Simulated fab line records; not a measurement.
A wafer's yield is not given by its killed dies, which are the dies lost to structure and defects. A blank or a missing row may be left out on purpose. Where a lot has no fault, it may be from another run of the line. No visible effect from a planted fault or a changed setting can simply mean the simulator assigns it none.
Which tool did it? | flow berkeleyCmos170 | 72 wafers from 24 lots sampled at 5 of the route's 331 steps

WHAT EACH GAUGE READ, for each wafer
UCB170_FIELD_THK_MEAS_91. Usual: FIELD_OXIDE_LEFT_2_THK typically reads 350 nm, with standard deviation 8.8.
lot  | measured     | on           | FIELD_OXIDE_LEFT_2_THK (nm) | flag
L074 | day 6 13:51  | filmMetro-02 | 343 338 342                 | 
L076 | day 7 11:14  | filmMetro-04 | 362 357 360                 | 
L077 | day 7 11:21  | filmMetro-02 | 340 343 347                 | 
L075 | day 7 11:25  | filmMetro-04 | 370 353 366                 | 
L078 | day 7 20:55  | filmMetro-04 | 343 346 355                 | 
L079 | day 7 22:04  | filmMetro-02 | 358 367 358                 | 
L081 | day 8 06:24  | filmMetro-02 | 357 351 347                 | 
L080 | day 8 06:28  | filmMetro-04 | 359 355 353                 | 
L082 | day 8 15:56  | filmMetro-01 | 344 346 341                 | 
L084 | day 8 20:29  | filmMetro-01 | 349 347 360                 | 
L083 | day 8 21:22  | filmMetro-04 | 350 353 354                 | 
L085 | day 9 06:42  | filmMetro-02 | 328 335 334                 | 
L086 | day 9 06:57  | filmMetro-02 | 353 361 364                 | 
L087 | day 9 23:02  | filmMetro-01 | 341 351 351                 | 
L088 | day 9 23:19  | filmMetro-01 | 344 345 339                 | 
L089 | day 10 08:47 | filmMetro-01 | 339 347 344                 | 
L090 | day 10 09:04 | filmMetro-04 | 347 345 342                 | 
L093 | day 10 17:16 | filmMetro-02 | 364 348 360                 | 
L092 | day 10 17:41 | filmMetro-01 | 348 351 347                 | 
L091 | day 10 20:59 | filmMetro-01 | 361 348 352                 | 
L094 | day 11 05:10 | filmMetro-04 | 359 360 355                 | 
L095 | day 11 05:11 | filmMetro-01 | 354 363 351                 | 
L096 | day 11 16:01 | filmMetro-01 | 348 337 346                 | 
L097 | day 11 16:31 | filmMetro-01 | 350 348 342                 | 

UCB170_V1_BOW_MEAS_03. Usual: V1_BOW typically reads 20 um, with standard deviation 6.4.
lot  | measured     | on           | V1_BOW (um) | flag
L074 | day 8 09:02  | filmMetro-03 | 29 24 21    | 
L076 | day 9 10:31  | filmMetro-03 | 18 20 11    | 
L077 | day 9 07:17  | filmMetro-04 | 17 19 20    | 
L075 | day 9 09:11  | filmMetro-03 | 23 30 26    | 
L078 | day 9 19:20  | filmMetro-01 | 11 19 19    | 
L079 | day 9 22:00  | filmMetro-04 | 26 14 26    | 
L081 | day 9 22:00  | filmMetro-03 | 18 26 22    | 
L080 | day 9 20:37  | filmMetro-04 | 17 13 16    | 
L082 | day 10 16:42 | filmMetro-04 | 17 27 19    | 
L084 | day 10 20:11 | filmMetro-01 | 7 32 22     | 
L083 | day 10 19:55 | filmMetro-04 | 11 22 15    | 
L085 | day 10 18:37 | filmMetro-04 | 24 13 10    | 
L086 | day 10 21:14 | filmMetro-04 | 20 22 12    | 
L087 | day 11 18:56 | filmMetro-01 | 17 16 21    | 
L088 | day 11 20:11 | filmMetro-01 | 15 15 20    | 
L089 | day 12 03:23 | filmMetro-04 | 23 28 18    | 
L090 | day 12 04:41 | filmMetro-04 | 9 34 23     | 
L093 | day 12 12:40 | filmMetro-03 | 21 19 8     | 
L092 | day 12 11:20 | filmMetro-03 | 14 25 12    | 
L091 | day 12 14:59 | filmMetro-04 | 27 18 21    | 
L094 | day 13 01:19 | filmMetro-01 | 21 5 6      | 
L095 | day 12 23:59 | filmMetro-01 | 17 25 11    | 
L096 | day 13 13:29 | filmMetro-04 | 32 19 17    | 
L097 | day 13 17:19 | filmMetro-03 | 26 22 21    | 

UCB170_V2_OVL_MEAS_13. Usual: V2_OVL typically reads 2 nm, with standard deviation 5.
lot  | measured     | on         | V2_OVL (nm) | flag
L074 | day 8 18:22  | overlay-02 | 1 4 -11     | 
L076 | day 9 17:49  | overlay-01 | 2 3 -1      | 
L077 | day 9 13:42  | overlay-01 | 6 1 6       | 
L075 | day 9 15:56  | overlay-01 | -1 7 1      | 
L078 | day 10 05:48 | overlay-02 | 0 -2 1      | 
L079 | day 10 08:40 | overlay-01 | 4 5 9       | 
L081 | day 10 08:34 | overlay-01 | 14 9 9      | 
L080 | day 10 08:45 | overlay-02 | -9 2 -4     | 
L082 | day 11 01:53 | overlay-02 | 4 -3 1      | 
L084 | day 11 04:34 | overlay-01 | 8 -1 5      | 
L083 | day 11 04:01 | overlay-02 | 0 3 7       | 
L085 | day 11 02:44 | overlay-02 | 2 3 -4      | 
L086 | day 11 05:15 | overlay-01 | 1 0 -4      | 
L087 | day 12 04:12 | overlay-01 | 0 -2 1      | 
L088 | day 12 04:26 | overlay-02 | -4 -1 0     | 
L089 | day 12 11:41 | overlay-02 | -4 -1 3     | 
L090 | day 12 12:30 | overlay-01 | 0 -1 -9     | 
L093 | day 12 19:22 | overlay-01 | 8 11 8      | 
L092 | day 12 17:50 | overlay-01 | -5 -1 6     | 
L091 | day 13 01:05 | overlay-01 | 2 -10 5     | 
L094 | day 13 09:13 | overlay-02 | 2 9 -8      | 
L095 | day 13 08:55 | overlay-01 | -1 3 0      | 
L096 | day 13 21:12 | overlay-01 | 2 3 3       | 
L097 | day 14 02:03 | overlay-01 | -1 2 3      | 

TOOL THAT RAN EACH LOT (tool first, then ch and the chambers of the sampled wafers, then the start)
lot  | UCB170_V1_ETCH_14                 | UCB170_V2_CVD_00
L074 | rieDiel-02 ch 0,1,3, day 8 10:34  | pecvd-01 ch 0,1,2, day 8 14:05
L076 | rieDiel-02 ch 1,2,3, day 9 11:53  | pecvd-02 ch 0,1,2, day 9 15:18
L077 | rieDiel-01 ch 0,2,3, day 9 08:39  | pecvd-04 ch 0,1, day 9 11:41
L075 | rieDiel-02 ch 1,2, day 9 10:40    | pecvd-01 ch 0,2, day 9 13:35
L078 | rieDiel-02 ch 1,2, day 9 22:50    | pecvd-02 ch 0,1,2, day 10 01:52
L079 | rieDiel-01 ch 2,3, day 9 23:38    | pecvd-04 ch 1,2, day 10 06:16
L081 | rieDiel-02 ch 1,3, day 9 23:45    | pecvd-01 ch 0,1, day 10 06:01
L080 | rieDiel-03 ch 2,3, day 9 23:31    | pecvd-02 ch 0,2, day 10 06:23
L082 | rieDiel-01 ch 0,2,3, day 10 18:14 | pecvd-01 ch 0,1,2, day 10 23:27
L084 | rieDiel-02 ch 0,1, day 10 22:39   | pecvd-01 ch 0,1,2, day 11 01:46
L083 | rieDiel-03 ch 0,1,3, day 10 21:46 | pecvd-02 ch 0,2, day 11 01:21
L085 | rieDiel-02 ch 2,3, day 10 21:10   | pecvd-04 ch 0,1,2, day 11 00:46
L086 | rieDiel-01 ch 1,2,3, day 10 23:22 | pecvd-04 ch 0,2, day 11 02:36
L087 | rieDiel-03 ch 0,2,3, day 11 21:52 | pecvd-04 ch 0,1, day 12 02:08
L088 | rieDiel-01 ch 0,2,3, day 11 22:14 | pecvd-02 ch 0, day 12 02:14
L089 | rieDiel-02 ch 0,3, day 12 05:52   | pecvd-04 ch 1,2, day 12 09:20
L090 | rieDiel-03 ch 0,2,3, day 12 06:17 | pecvd-02 ch 0,1,2, day 12 09:52
L093 | rieDiel-02 ch 0,2,3, day 12 14:09 | pecvd-02 ch 0,1,2, day 12 17:15
L092 | rieDiel-03 ch 1,2,3, day 12 13:05 | pecvd-04 ch 1,2, day 12 16:00
L091 | rieDiel-03 ch 1,2,3, day 12 19:00 | pecvd-01 ch 1,2, day 12 22:44
L094 | rieDiel-03 ch 1,2,3, day 13 03:41 | pecvd-02 ch 0,2, day 13 07:21
L095 | rieDiel-01 ch 0,1, day 13 03:24   | pecvd-01 ch 0,2, day 13 06:53
L096 | rieDiel-01 ch 0,1,2, day 13 14:48 | pecvd-04 ch 0,2, day 13 18:14
L097 | rieDiel-03 ch 0,3, day 13 19:11   | pecvd-01 ch 0,1,2, day 13 23:22
- UCB170_V1_ETCH_14: etches SiO2 in CHF3/CF4/Ar, stops on Al, target depth 1250 nm, time 291 s.
- UCB170_V2_CVD_00: deposits SiO2 from TEOS/O2, target thk 2000 nm, time 250 s.

WHAT THE TOOLS THEMSELVES READ (means of the sampled wafers that have a number; where no wafer has one, the mark that the record gives instead)
UCB170_V1_ETCH_14. Usual: CHF3_flow_sccm 44.98 sccm, standard deviation 0.14; drypumpMotorCurrentA 5.8 A, standard deviation 0.61; oesProductAu 0.882 a.u., standard deviation 0.015; throttleValvePct 6.94 %, standard deviation 0.12.
lot  | tool       | CHF3_flow_sccm (sccm) | drypumpMotorCurrentA (A) | oesProductAu (a.u.) | throttleValvePct (%) | flag
L074 | rieDiel-02 | 44.93                 | 6.0                      | 0.893               | 6.92                 | 
L076 | rieDiel-02 | 44.99                 | 5.5                      | 0.892               | 6.93                 | 
L077 | rieDiel-01 | 45.07                 | 5.5                      | 0.867               | 7.03                 | 
L075 | rieDiel-02 | 44.85                 | 5.8                      | 0.889               | 6.90                 | 
L078 | rieDiel-02 | 45.04                 | 5.8                      | 0.886               | 6.90                 | 
L079 | rieDiel-01 | 44.99                 | 5.2                      | 0.860               | 7.03                 | 
L081 | rieDiel-02 | 45.03                 | 6.1                      | 0.891               | 7.00                 | 
L080 | rieDiel-03 | 45.04                 | 6.4                      | 0.876               | 6.88                 | 
L082 | rieDiel-01 | 45.01                 | 5.5                      | 0.870               | 7.02                 | 
L084 | rieDiel-02 | 44.87                 | 6.2                      | 0.888               | 6.89                 | 
L083 | rieDiel-03 | 44.97                 | 6.3                      | 0.870               | 6.92                 | 
L085 | rieDiel-02 | 44.96                 | 5.0                      | 0.902               | 6.87                 | 
L086 | rieDiel-01 | 44.95                 | 5.3                      | 0.866               | 7.02                 | 
L087 | rieDiel-03 | 44.95                 | 6.4                      | 0.872               | 6.97                 | 
L088 | rieDiel-01 | 44.99                 | 5.5                      | 0.867               | 7.02                 | 
L089 | rieDiel-02 | 44.93                 | 6.0                      | 0.903               | 6.85                 | 
L090 | rieDiel-03 | 45.11                 | 6.4                      | 0.876               | 6.97                 | 
L093 | rieDiel-02 | 44.82                 | 5.5                      | 0.898               | 6.86                 | 
L092 | rieDiel-03 | 44.90                 | 6.3                      | 0.879               | 6.86                 | 
L091 | rieDiel-03 | 45.14                 | 6.3                      | 0.880               | 6.86                 | 
L094 | rieDiel-03 | 44.98                 | 6.3                      | 0.882               | 6.84                 | 
L095 | rieDiel-01 | 45.08                 | 5.8                      | 0.873               | 7.01                 | 
L096 | rieDiel-01 | 44.90                 | 5.4                      | 0.881               | 7.02                 | 
L097 | rieDiel-03 | 45.08                 | 6.3                      | 0.861               | 6.96                 | 

UCB170_V2_CVD_00. Usual: heaterPowerW reads 244 W (standard deviation 63).
lot  | tool     | heaterPowerW (W) | flag
L074 | pecvd-01 | 255              | 
L076 | pecvd-02 | 277              | 
L077 | pecvd-04 | 295              | 
L075 | pecvd-01 | 258              | 
L078 | pecvd-02 | 285              | 
L079 | pecvd-04 | 249              | 
L081 | pecvd-01 | 231              | 
L080 | pecvd-02 | 252              | 
L082 | pecvd-01 | 238              | 
L084 | pecvd-01 | 256              | 
L083 | pecvd-02 | 268              | 
L085 | pecvd-04 | 251              | 
L086 | pecvd-04 | 162              | 
L087 | pecvd-04 | 266              | 
L088 | pecvd-02 | 244              | 
L089 | pecvd-04 | 234              | 
L090 | pecvd-02 | 272              | 
L093 | pecvd-02 | 296              | 
L092 | pecvd-04 | 220              | 
L091 | pecvd-01 | 250              | 
L094 | pecvd-02 | 255              | 
L095 | pecvd-01 | 255              | 
L096 | pecvd-04 | 164              | 
L097 | pecvd-01 | 235              | 

THE ANSWER, worked out from the rows above alone
Rule: take the mean of a lot's wafers that have a number; if it is more than 3 standard deviations from the usual mean, the lot is off. A lot without any number at a reading at which 4 lots or more have one is off too. Where the step has rows for the other lots, those lots are counted as sound. First the gauges in route order, then the tools' own readings, where a lot's mean is used as printed above. At the first step where some lot is off, the reading lying furthest off is the one used; lots without a number count as furthest.
Nothing can be told from this: no lot is off at any reading shown.

WHAT THE SIMULATOR HAD PUT IN
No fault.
